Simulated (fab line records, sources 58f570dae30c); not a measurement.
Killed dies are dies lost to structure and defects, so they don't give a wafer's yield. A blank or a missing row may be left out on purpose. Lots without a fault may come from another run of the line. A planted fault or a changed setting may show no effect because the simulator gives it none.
Problem report in the 8D (eight disciplines) form, filled by code | flow berkeley_cmos170 | the parts of the form that need people (team, actions taken, sign-off) are left out

1. THE PROBLEM
PLDD_TW at UCB170_PLDD_TW_MEAS_11 reads a mean of 954 on 9 wafers of 3 lots; wafers without a fault read 1009 with a standard deviation of 7.6. That is -7.2 standard deviations from the usual mean.
First seen on wafer L113.1, day 9 09:38, on film_metro-04. The record holds 45 wafers of 15 lots with a number at this step. Rule for "out", or "out of limits": more than 4 standard deviations from the usual mean. The other wafers with a number count as sound.

2. WHAT IT IS AND WHAT IT IS NOT
question                    | is                           | is not
which readings at this step | PLDD_TW                      | -
which lots                  | L113, L116, L118             | L103, L105, L106, L108, L109, L110, L112, L119, L121, L122, L124, L126
which wafers of those lots  | all that have a number       | -
read on which gauges        | film_metro-01, film_metro-04 | film_metro-02
when                        | from day 9 09:38             | up to then (21 sound wafers); but 15 sound wafers of L119, L121, L122, L124, L126 came after

3. SUSPECTS, AND WHAT RULES EACH OUT
Counting: a tool at a process step up to the reading stays a suspect if it ran every lot that is out and no sound lot after the first of them.
- the gauge at UCB170_PLDD_TW_MEAS_11: ruled out. The wafers that are out were read on 2 gauges (film_metro-01, film_metro-04).
- implanter-01 at UCB170_PLDD_IMPLANT_08: kept. It ran every lot that is out, first L113 (day 9 09:14), and no sound lot after that; its last sound lot up to then is L108 (day 8 13:47). Its own readings are out on those wafers: tilt_deg.
Left after counting: implanter-01 at UCB170_PLDD_IMPLANT_08.

4. THE CAUSE (what the simulator had put in)
Process parameter drift: implanter-01, from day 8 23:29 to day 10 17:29, at UCB170_PLDD_IMPLANT_08. Setting tilt_deg, moved by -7, from 7. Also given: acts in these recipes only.
Counting left only this tool.

5. THE CHAIN OF EFFECTS, in route order
Each row: a reading whose mean over the struck wafers that have a number lies more than 3 standard deviations from the usual. Only readings for which the record gives a usual standard deviation are gone through. hours: the time from each lot's start at the first step in this table that gives one to its start at this step, as a median over the lots. sigmas: the change in usual standard deviations.
hours | step                   | reading  | usual         | on struck wafers | change | sigmas
0     | UCB170_PLDD_IMPLANT_08 | tilt_deg | 7.006 degrees | 0.027            | -6.979 | -99 or more
0     | UCB170_PLDD_TW_MEAS_11 | PLDD_TW  | 1009          | 954              | -55    | -7.2
The process steps in it:
- UCB170_PLDD_IMPLANT_08
Later measuring or inspecting steps at which every struck wafer that the step has a row for has a number for every such reading, and none has moved that far: UCB170_SPACER_THK_MEAS_01.

6. WHAT WOULD HAVE CAUGHT IT SOONER
In this record the first reading out of limits at a measuring or inspecting step was taken at day 9 09:38, 10 hours after the fault began at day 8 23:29.
The tool's own readings at UCB170_PLDD_IMPLANT_08 were out on every struck wafer that the step has a row for (tilt_deg): an alarm limit on them would have fired on the first of those.
Of the lots that are out (3), L118 began UCB170_PLDD_IMPLANT_08 on implanter-01 after day 9 09:38. A hold on the tool at that time would have spared it.
